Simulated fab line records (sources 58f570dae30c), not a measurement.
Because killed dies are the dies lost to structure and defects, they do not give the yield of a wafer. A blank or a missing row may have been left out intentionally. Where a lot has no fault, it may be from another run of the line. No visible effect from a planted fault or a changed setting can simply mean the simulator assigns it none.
fab line records | flow berkeley_cmos170
[record] lots = 14 | wafers = 42 | last_day = 14
route steps=331 shown SPACER@171 CONTACT@235 M1@248
lots that met no fault: taken from a fault-free run of the same line
start_h: hours from the record's opening day to when the first of the lot's shown wafers began | wait_h: how many hours have passed since the lot's step before this one | " the same as in the row above | L1.1+2: a row that stands for several wafers | - either no value or no given start | * or withheld: withheld | < > ~ a bound
route shown NAME@n: NAME is a module with steps in the file, n the number in the route of the first one | usual: mean/standard deviation of fault-free wafers | same: alike in all rows | chamber/n: place in a boat | sites: the reading at each site | _std_site: the standard deviation of these | _edge_site: inner sites' mean taken away from outer sites' mean | radius_mm: how far each site lies from the wafer's centre | mask NAME#n: copy n | behind: the most recent tool/chamber to have shaped the wafer | hold: why the lot was held/for how many hours/how that ended | device: transistor that didn't switch, given as n, p or np | end of line: the route-end tests of the same wafers | for a step that has no rows: nothing shown but its recipe | killed: dies that structure and defects cost at the first sort, which is not the same as the wafer's yield | map: the dies of a wafer, with x for killed, . for not killed, _ for no die there
set.NAME: the run value of the setting; set.NAME@STEP: its run value at that earlier step | model.NAME: the simulator's own value behind a step, which no gauge read
a sample of lots followed through the steps of the route, with each step as a table and each wafer as a row
services: from which hour (start_h, from the record's first day; less than 0 if before it) a tool's chamber was out of use, for how many hours, and why
[[steps]]
[step UCB170_SPACER_CVD_00]
[recipe] material = SiO2 | target_thk_nm = 376 | temp_c = 390 | precursor = TEOS/O2 | time_s = 47 | rf_w = 550 | pressure_mtorr = 9000
[usual] heater_power_w = 238/40 | susceptor_temp_C = 390.01/0.21
lot.wafer | tool     | chamber | start_h | wait_h | heater_power_w | susceptor_temp_C
L911.2    | pecvd-02 | 1       | 141.98  | 0.0    | 300            | 389.86
L911.4    | "        | 0       | "       | "      | 132            | 390.20
L911.6    | "        | 2       | "       | "      | 258            | 390.19
L914.1    | pecvd-02 | 0       | 158.43  | 0.0    | 213            | 390.06
L914.4    | "        | 2       | "       | "      | 270            | 389.88
L914.5    | "        | 1       | "       | "      | 263            | 389.87
L914.1    | pecvd-02 | 0       | 158.64  | 0.2    | 207            | 390.00
L914.4    | "        | 2       | "       | "      | 266            | 389.96
L914.5    | "        | 1       | "       | "      | 273            | 390.14
L916.1    | pecvd-04 | 2       | 158.43  | 0.0    | 269            | 389.65
L916.5    | "        | 2       | "       | "      | 266            | 390.00
L916.6    | "        | 0       | "       | "      | 270            | 389.88
L916.1    | pecvd-04 | 2       | 158.64  | 0.2    | 263            | 390.12
L916.5    | "        | 2       | "       | "      | 268            | 390.15
L916.6    | "        | 0       | "       | "      | 261            | 389.92
L915.1    | pecvd-01 | 1       | 158.81  | 0.0    | 223            | 390.00
L915.4    | "        | 0       | "       | "      | 280            | 390.12
L915.5    | "        | 1       | "       | "      | 225            | 390.16
L921.1    | pecvd-04 | 1       | 181.47  | 0.0    | 261            | 390.11
L921.4    | "        | 0       | "       | "      | 215            | 389.86
L921.5    | "        | 1       | "       | "      | 280            | 390.08
L924.4    | pecvd-01 | 2       | 211.88  | 0.0    | 223            | 389.70
L924.5    | "        | 1       | "       | "      | 239            | 390.16
L924.6    | "        | 0       | "       | "      | 239            | 390.38
L926.1    | pecvd-02 | 1       | 212.85  | 0.0    | 295            | 389.88
L926.3    | "        | 2       | "       | "      | 215            | 389.94
L926.6    | "        | 1       | "       | "      | 213            | 389.97
L928.1    | pecvd-04 | 1       | 213.57  | 0.0    | 252            | 390.02
L928.4    | "        | 0       | "       | "      | 249            | 390.35
L928.5    | "        | 2       | "       | "      | 186            | 389.81
L925.4    | pecvd-01 | 0       | 214.14  | 0.0    | 260            | 390.10
L925.5    | "        | 1       | "       | "      | 193            | 389.89
L925.6    | "        | 2       | "       | "      | 232            | 389.83
L927.1    | pecvd-04 | 0       | 216.50  | 0.0    | 206            | 390.13
L927.4    | "        | 1       | "       | "      | 306            | 389.82
L927.6    | "        | 2       | "       | "      | 251            | 389.46
L929.1    | pecvd-02 | 1       | 216.50  | 0.0    | 253            | 389.95
L929.3    | "        | 2       | "       | "      | 265            | 389.98
L929.5    | "        | 2       | "       | "      | 270            | 390.10
L931.2    | pecvd-04 | 0       | 230.80  | 0.0    | 174            | 389.62
L931.3    | "        | 2       | "       | "      | 272            | 389.97
L931.4    | "        | 1       | "       | "      | 226            | 389.93
L932.1    | pecvd-01 | 2       | 239.18  | 0.0    | 206            | 390.00
L932.2    | "        | 1       | "       | "      | 199            | 390.32
L932.5    | "        | 1       | "       | "      | 210            | 389.93
L933.2    | pecvd-01 | 0       | 250.59  | 0.0    | 299            | 390.10
L933.5    | "        | 1       | "       | "      | 249            | 389.51
L933.6    | "        | 0       | "       | "      | 214            | 389.79
[step UCB170_SPACER_THK_MEAS_01]
[recipe] reads = SiO2_of_SPACER_CVD_00
[usual] SPACER_TEOS_THK = 375/5.4
lot.wafer | tool          | chamber | start_h | wait_h | SPACER_TEOS_THK[nm]
L911.2    | film_metro-02 | -       | 142.03  | 0.0    | 371
L911.4    | "             | -       | "       | "      | 382
L911.6    | "             | -       | "       | "      | 384
L916.1    | film_metro-03 | -       | 158.69  | 0.0    | 744
L916.5    | "             | -       | "       | "      | 755
L916.6    | "             | -       | "       | "      | 765
L914.1    | film_metro-02 | -       | 158.79  | 0.1    | 747
L914.4    | "             | -       | "       | "      | 756
L914.5    | "             | -       | "       | "      | 750
L915.1    | film_metro-02 | -       | 158.86  | 0.0    | 373
L915.4    | "             | -       | "       | "      | 383
L915.5    | "             | -       | "       | "      | 379
L921.1    | film_metro-03 | -       | 181.51  | 0.0    | 370
L921.4    | "             | -       | "       | "      | 373
L921.5    | "             | -       | "       | "      | 376
L924.4    | film_metro-03 | -       | 211.93  | 0.0    | 371
L924.5    | "             | -       | "       | "      | 371
L924.6    | "             | -       | "       | "      | 370
L926.1    | film_metro-02 | -       | 212.89  | 0.0    | 374
L926.3    | "             | -       | "       | "      | 379
L926.6    | "             | -       | "       | "      | 381
L928.1    | film_metro-03 | -       | 213.61  | 0.0    | 374
L928.4    | "             | -       | "       | "      | 380
L928.5    | "             | -       | "       | "      | 381
L925.4    | film_metro-01 | -       | 214.19  | 0.0    | 376
L925.5    | "             | -       | "       | "      | 377
L925.6    | "             | -       | "       | "      | 376
L927.1    | film_metro-02 | -       | 216.54  | 0.0    | 372
L927.4    | "             | -       | "       | "      | 375
L927.6    | "             | -       | "       | "      | 376
L929.1    | film_metro-01 | -       | 216.54  | 0.0    | 367
L929.3    | "             | -       | "       | "      | 380
L929.5    | "             | -       | "       | "      | 383
L931.2    | film_metro-02 | -       | 230.86  | 0.0    | 361
L931.3    | "             | -       | "       | "      | 369
L931.4    | "             | -       | "       | "      | 371
L932.1    | film_metro-01 | -       | 239.23  | 0.0    | 370
L932.2    | "             | -       | "       | "      | 365
L932.5    | "             | -       | "       | "      | 370
L933.2    | film_metro-03 | -       | 250.64  | 0.0    | 369
L933.5    | "             | -       | "       | "      | 377
L933.6    | "             | -       | "       | "      | 378
[step UCB170_SPACER_ETCHBACK_03]
[recipe] stop_on = Si | target = SiO2 | chemistry = CHF3/CF4/Ar | CHF3_flow_sccm = 50 | cf4_flow_sccm = 10 | Ar_flow_sccm = 120 | pressure_mtorr = 200 | rf_w = 500 | target_depth_a = 3760 | time_s = 100
[usual] chamber_pressure_mTorr = 199.99/0.19 | drypump_motor_current_A = 5.3/0.46 | oes_product_au = 0.892/0.018 | throttle_valve_pct = 6.46/0.1
lot.wafer | tool        | chamber | start_h | wait_h | chamber_pressure_mTorr | drypump_motor_current_A | oes_product_au | rf_hours_counter_h | throttle_valve_pct
L911.2    | rie_diel-02 | 3       | 146.60  | 0.0    | 200.06                 | 5.1                     | 0.886          | 2                  | 6.47
L911.4    | "           | 1       | "       | "      | 199.88                 | 5.7                     | 0.937          | 99                 | 6.53
L911.6    | "           | 2       | "       | "      | 199.91                 | 5.8                     | 0.905          | -                  | 6.50
L915.1    | rie_diel-01 | 3       | 161.72  | 0.0    | 200.17                 | 4.8                     | 0.863          | 40                 | 6.31
L915.4    | "           | 1       | "       | "      | 199.63                 | 5.6                     | 0.894          | 36                 | 6.29
L915.5    | "           | 1       | "       | "      | 199.74                 | 5.6                     | 0.889          | -                  | 6.31
L916.1    | rie_diel-03 | 2       | 161.72  | 0.0    | 200.18                 | 4.8                     | 0.997          | 2                  | 6.50
L916.5    | "           | 2       | "       | "      | 200.25                 | 4.8                     | 1.000          | -                  | 6.50
L916.6    | "           | 0       | "       | "      | 200.01                 | 5.1                     | 0.967          | -                  | 6.53
L914.1    | rie_diel-03 | 3       | 161.79  | 0.1    | 199.92                 | 5.0                     | 0.963          | 6                  | 6.51
L914.4    | "           | 2       | "       | "      | 200.17                 | 4.8                     | 0.985          | -                  | 6.49
L914.5    | "           | 3       | "       | "      | 199.95                 | 5.0                     | 0.961          | -                  | 6.50
L921.1    | rie_diel-02 | 0       | 184.95  | 0.0    | 199.98                 | 5.7                     | 0.881          | 135                | 6.31
L921.4    | "           | 2       | "       | "      | 200.16                 | 5.8                     | 0.884          | 114                | 6.53
L921.5    | "           | 0       | "       | "      | 199.89                 | 5.7                     | 0.892          | -                  | 6.30
L924.4    | rie_diel-03 | 3       | 215.40  | 0.0    | 200.02                 | 4.9                     | 0.886          | 8                  | 6.51
L924.5    | "           | 2       | "       | "      | 200.22                 | 4.8                     | 0.888          | -                  | 6.48
L924.6    | "           | 3       | "       | "      | 199.76                 | 5.0                     | 0.880          | -                  | 6.50
L926.1    | rie_diel-02 | 1       | 215.40  | 0.0    | 199.53                 | 5.6                     | 0.916          | 102                | 6.53
L926.3    | "           | 0       | "       | "      | 199.79                 | 5.8                     | 0.889          | 137                | 6.30
L926.6    | "           | 2       | "       | "      | 199.86                 | 5.8                     | 0.894          | -                  | 6.54
L928.1    | rie_diel-01 | 3       | 215.47  | 0.1    | 199.75                 | 4.8                     | 0.883          | 42                 | 6.30
L928.4    | "           | 3       | "       | "      | 199.76                 | 4.8                     | 0.886          | -                  | 6.29
L928.5    | "           | 1       | "       | "      | 199.92                 | 5.6                     | 0.903          | -                  | 6.31
L927.1    | rie_diel-02 | 0       | 219.81  | 0.0    | 199.76                 | 5.7                     | 0.885          | 137                | 6.30
L927.4    | "           | 1       | "       | "      | 200.00                 | 5.6                     | 0.926          | 102                | 6.53
L927.6    | "           | 2       | "       | "      | 199.82                 | 5.9                     | 0.882          | -                  | 6.52
L929.1    | rie_diel-03 | 0       | 219.81  | 0.0    | 200.05                 | 5.1                     | 0.855          | 131                | 6.51
L929.3    | "           | 3       | "       | "      | 200.04                 | 5.0                     | 0.902          | 9                  | 6.50
L929.5    | "           | 2       | "       | "      | 199.85                 | 4.8                     | 0.915          | -                  | 6.49
L925.4    | rie_diel-01 | 3       | 219.85  | 0.0    | 200.09                 | 4.8                     | 0.878          | -                  | 6.28
L925.5    | "           | 2       | "       | "      | 200.02                 | 6.2                     | 0.890          | -                  | 6.52
L925.6    | "           | 1       | "       | "      | 199.87                 | 5.6                     | 0.888          | -                  | 6.32
L931.2    | rie_diel-03 | 3       | 232.43  | 0.0    | 199.60                 | 4.9                     | 0.861          | 9                  | 6.50
L931.3    | "           | 0       | "       | "      | 200.25                 | 5.1                     | 0.863          | 132                | 6.51
L931.4    | "           | 1       | "       | "      | 200.03                 | 4.7                     | 0.911          | 58                 | 6.38
L932.1    | rie_diel-01 | 3       | 244.29  | 0.0    | 199.86                 | 4.8                     | 0.870          | 43                 | 6.29
L932.2    | "           | 1       | "       | "      | 200.10                 | 5.6                     | 0.868          | 39                 | 6.29
L932.5    | "           | 1       | "       | "      | 200.26                 | 5.6                     | 0.877          | -                  | 6.29
L933.2    | rie_diel-03 | 0       | 254.30  | 0.0    | 199.92                 | 5.1                     | 0.869          | 133                | 6.50
L933.5    | "           | 2       | "       | "      | 200.11                 | 4.8                     | 0.894          | -                  | 6.49
L933.6    | "           | 3       | "       | "      | 199.88                 | 4.9                     | 0.901          | -                  | 6.51
[step UCB170_CONTACT_STRIP_19]
[recipe] chemistry = O2 | power_w = 400 | pressure_mtorr = 3500 | platen_temp_c = withheld | o2_flow_sccm = 400 | overash_fraction = 0.5
[usual] chamber_pressure_mTorr = 3500/3.1 | drypump_motor_current_A = 5.7/0.46 | oes_product_au = 0.725/0.0043
lot.wafer | tool            | chamber | start_h | wait_h | chamber_pressure_mTorr | drypump_motor_current_A | oes_product_au | rf_hours_counter_h
L911.2    | plasma_asher-01 | 1       | 160.29  | -      | 3499                   | 5.9                     | 0.726          | 39
L911.4    | "               | 1       | "       | "      | 3503                   | 5.9                     | 0.731          | -
L911.6    | "               | 1       | "       | "      | 3497                   | 5.9                     | 0.714          | -
L915.1    | plasma_asher-01 | 1       | 182.55  | -      | 3502                   | 5.9                     | 0.719          | 41
L915.4    | "               | 0       | "       | "      | 3500                   | 5.1                     | 0.729          | -
L915.5    | "               | 1       | "       | "      | 3502                   | 5.9                     | 0.730          | -
L921.1    | plasma_asher-03 | 1       | 195.42  | -      | 3500                   | 5.6                     | 0.722          | 8
L921.4    | "               | 0       | "       | "      | 3501                   | 6.3                     | 0.730          | -
L921.5    | "               | 1       | "       | "      | 3504                   | 5.6                     | 0.720          | -
L924.4    | plasma_asher-03 | 1       | 227.40  | -      | 3502                   | 5.6                     | 0.724          | -
L924.5    | "               | 0       | "       | "      | 3497                   | 6.3                     | 0.728          | -
L924.6    | "               | 1       | "       | "      | 3502                   | 5.6                     | 0.731          | -
L928.1    | plasma_asher-02 | 1       | 227.91  | -      | 3500                   | 6.0                     | 0.721          | 52
L928.4    | "               | 0       | "       | "      | 3499                   | 5.1                     | 0.731          | -
L928.5    | "               | 1       | "       | "      | 3503                   | 6.0                     | 0.729          | -
L926.1    | plasma_asher-03 | 1       | 228.08  | -      | 3499                   | 5.6                     | 0.732          | 12
L926.3    | "               | 1       | "       | "      | 3498                   | 5.6                     | 0.720          | -
L926.6    | "               | 1       | "       | "      | 3498                   | 5.6                     | 0.721          | -
L925.4    | plasma_asher-02 | 0       | 230.47  | -      | 3498                   | 5.1                     | 0.725          | -
L925.5    | "               | 1       | "       | "      | 3496                   | 5.9                     | 0.716          | -
L925.6    | "               | 0       | "       | "      | 3504                   | 5.1                     | 0.726          | -
L927.1    | plasma_asher-02 | 0       | 230.70  | -      | 3502                   | 5.1                     | 0.721          | 53
L927.4    | "               | 1       | "       | "      | 3500                   | 5.9                     | 0.725          | -
L927.6    | "               | 1       | "       | "      | 3507                   | 5.9                     | 0.723          | -
L929.1    | plasma_asher-02 | 1       | 231.01  | -      | 3500                   | 5.9                     | 0.723          | 53
L929.3    | "               | 0       | "       | "      | 3501                   | 5.0                     | 0.731          | -
L929.5    | "               | 0       | "       | "      | 3500                   | 5.1                     | 0.723          | -
L931.2    | plasma_asher-02 | 0       | 244.56  | -      | 3493                   | 5.1                     | 0.733          | 55
L931.3    | "               | 1       | "       | "      | 3502                   | 5.9                     | 0.726          | -
L931.4    | "               | 0       | "       | "      | 3498                   | 5.1                     | 0.733          | -
L932.1    | plasma_asher-03 | 0       | 254.86  | -      | 3498                   | 6.3                     | 0.724          | 15
L932.2    | "               | 1       | "       | "      | 3503                   | 5.6                     | 0.720          | 15
L932.5    | "               | 0       | "       | "      | 3504                   | 6.3                     | 0.726          | -
L933.2    | plasma_asher-02 | 1       | 266.19  | -      | 3501                   | 5.9                     | 0.719          | 57
L933.5    | "               | 1       | "       | "      | 3508                   | 5.9                     | 0.727          | -
L933.6    | "               | 0       | "       | "      | 3500                   | 5.1                     | 0.729          | -
[step UCB170_M1_OVL_MEAS_10]
[usual] M1_OVL = 1/5.7
lot.wafer | tool       | chamber | start_h | wait_h | M1_OVL[nm]
L911.2    | overlay-01 | -       | 162.19  | 0.1    | 6
L911.4    | "          | -       | "       | "      | -2
L911.6    | "          | -       | "       | "      | -1
L915.1    | overlay-02 | -       | 184.84  | 0.1    | 9
L915.4    | "          | -       | "       | "      | 0
L915.5    | "          | -       | "       | "      | 12
L921.1    | overlay-01 | -       | 197.65  | 0.1    | -4
L921.4    | "          | -       | "       | "      | -5
L921.5    | "          | -       | "       | "      | -7
L924.4    | overlay-01 | -       | 229.27  | 0.1    | 5
L924.5    | "          | -       | "       | "      | 5
L924.6    | "          | -       | "       | "      | 4
L928.1    | overlay-02 | -       | 230.03  | 0.1    | -9
L928.4    | "          | -       | "       | "      | -14
L928.5    | "          | -       | "       | "      | -6
L926.1    | overlay-02 | -       | 230.76  | 0.1    | 1
L926.3    | "          | -       | "       | "      | -1
L926.6    | "          | -       | "       | "      | 12
L925.4    | overlay-01 | -       | 232.32  | 0.1    | -1
L925.5    | "          | -       | "       | "      | 8
L925.6    | "          | -       | "       | "      | 13
L927.1    | overlay-02 | -       | 232.62  | 0.1    | -2
L927.4    | "          | -       | "       | "      | 3
L927.6    | "          | -       | "       | "      | -1
L929.1    | overlay-01 | -       | 232.86  | 0.1    | 6
L929.3    | "          | -       | "       | "      | 4
L929.5    | "          | -       | "       | "      | 10
L931.2    | overlay-01 | -       | 248.20  | 0.1    | -6
L931.3    | "          | -       | "       | "      | -6
L931.4    | "          | -       | "       | "      | -1
L932.1    | overlay-02 | -       | 258.57  | 0.1    | 1
L932.2    | "          | -       | "       | "      | 5
L932.5    | "          | -       | "       | "      | 5
L933.2    | overlay-02 | -       | 268.16  | 0.1    | -1
L933.5    | "          | -       | "       | "      | 2
L933.6    | "          | -       | "       | "      | -1
[step UCB170_M1_CD_MEAS_90]
[recipe] target_cd_nm = 700
[usual] cd_nm = 700.9/2.8
lot.wafer | tool      | chamber | start_h | wait_h | cd_nm
L911.2    | cd_sem-02 | -       | 162.52  | 0.1    | 702.8
L911.4    | "         | -       | "       | "      | 704.0
L911.6    | "         | -       | "       | "      | 705.4
L915.1    | cd_sem-01 | -       | 185.20  | 0.1    | 705.9
L915.4    | "         | -       | "       | "      | 706.9
L915.5    | "         | -       | "       | "      | 704.0
L921.1    | cd_sem-02 | -       | 197.96  | 0.1    | 704.9
L921.4    | "         | -       | "       | "      | 701.9
L921.5    | "         | -       | "       | "      | 701.8
L924.4    | cd_sem-01 | -       | 229.62  | 0.1    | 699.3
L924.5    | "         | -       | "       | "      | 700.6
L924.6    | "         | -       | "       | "      | 698.3
L928.1    | cd_sem-01 | -       | 230.35  | 0.1    | 696.3
L928.4    | "         | -       | "       | "      | 698.8
L928.5    | "         | -       | "       | "      | 698.1
L926.1    | cd_sem-02 | -       | 231.07  | 0.1    | 699.0
L926.3    | "         | -       | "       | "      | 699.7
L926.6    | "         | -       | "       | "      | 698.9
L925.4    | cd_sem-01 | -       | 232.68  | 0.1    | 699.5
L925.5    | "         | -       | "       | "      | 700.3
L925.6    | "         | -       | "       | "      | 698.6
L927.1    | cd_sem-01 | -       | 232.93  | 0.1    | 700.7
L927.4    | "         | -       | "       | "      | 702.3
L927.6    | "         | -       | "       | "      | 700.4
L929.1    | cd_sem-02 | -       | 233.17  | 0.1    | 702.5
L929.3    | "         | -       | "       | "      | 700.7
L929.5    | "         | -       | "       | "      | 703.1
L931.2    | cd_sem-02 | -       | 248.57  | 0.1    | 700.2
L931.3    | "         | -       | "       | "      | 699.5
L931.4    | "         | -       | "       | "      | 697.7
L932.1    | cd_sem-01 | -       | 258.88  | 0.1    | 698.0
L932.2    | "         | -       | "       | "      | 703.0
L932.5    | "         | -       | "       | "      | 696.6
L933.2    | cd_sem-02 | -       | 268.49  | 0.1    | 705.7
L933.5    | "         | -       | "       | "      | 699.6
L933.6    | "         | -       | "       | "      | 706.3
[[services]]
tool            | chamber | start_h | hours | kind
plasma_asher-03 | -       | 119.43  | 0.4   | repair
rie_diel-03     | 0       | 123.94  | 2.3   | repair
pecvd-01        | -       | 135.50  | 14.0  | pm
pecvd-01        | 0       | 135.50  | 14.0  | vent_cycle
pecvd-01        | 1       | 135.50  | 14.0  | vent_cycle
pecvd-01        | 2       | 135.50  | 14.0  | vent_cycle
pecvd-04        | -       | 141.79  | 1.2   | repair
plasma_asher-02 | -       | 141.93  | 2.8   | pm
pecvd-01        | 0       | 149.50  | -     | clean
pecvd-01        | 1       | 149.50  | -     | clean
pecvd-01        | 2       | 149.50  | -     | clean
rie_diel-03     | 1       | 157.92  | 4.5   | repair
pecvd-01        | -       | 162.65  | 6.0   | pm
rie_diel-01     | 3       | 175.37  | 2.2   | repair
rie_diel-02     | -       | 196.59  | 0.4   | repair
rie_diel-01     | 0       | 214.27  | 6.6   | repair
pecvd-04        | -       | 219.75  | 0.7   | repair
plasma_asher-01 | -       | 229.93  | 2.0   | repair
pecvd-02        | -       | 242.50  | 14.0  | pm
pecvd-02        | 0       | 242.50  | 14.0  | vent_cycle
plasma_asher-01 | -       | 257.97  | 0.5   | repair
rie_diel-02     | 3       | 258.52  | 10.3  | repair
rie_diel-02     | 2       | 260.67  | 5.2   | repair
plasma_asher-03 | -       | 264.71  | 14.6  | pm
[[key]]
[first_sign] step = UCB170_SPACER_CVD_00 | reading = visit | direction = added
[effect] step = UCB170_SPACER_THK_MEAS_01 | reading = SPACER_TEOS_THK | direction = up | sigmas = 71 | usual = 375 | struck = 753
[effect] step = UCB170_SPACER_ETCHBACK_03 | reading = oes_product_au | direction = up | sigmas = 4.9 | usual = 0.892 | struck = 0.979
met_at UCB170_SPACER_CVD_00
struck_lots L914,L916
later_rows_left_out L914.1,L914.4,L914.5,L916.1,L916.5,L916.6
sort_left_out L914.1,L914.4,L914.5,L916.1,L916.5,L916.6
tester_left_out L914,L916
not_acting_at UCB170_CONTACT_STRIP_19,UCB170_M1_OVL_MEAS_10,UCB170_M1_CD_MEAS_90
[fault] kind = repeated_step_whole | tool = pecvd-01,pecvd-02,pecvd-04 | chamber = - | onset_h = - | steps = UCB170_SPACER_CVD_00 | times = 1 | scope = struck_lots_only
// tester_left_out: of these lots the tester's yield and bins aren't shown, on N5 and GAA mostly nor the transistor test; their killed dies are dies lost to structure and defects alone, not to doping, threshold or leakage, so they don't give the yield
// sort_left_out: the simulated sort isn't trusted on such a fault, so these wafers' sort isn't shown, and their yield isn't known
// later_rows_left_out: the simulator's readings of these wafers behind a module that went badly wrong aren't trusted and aren't shown, but for the sort
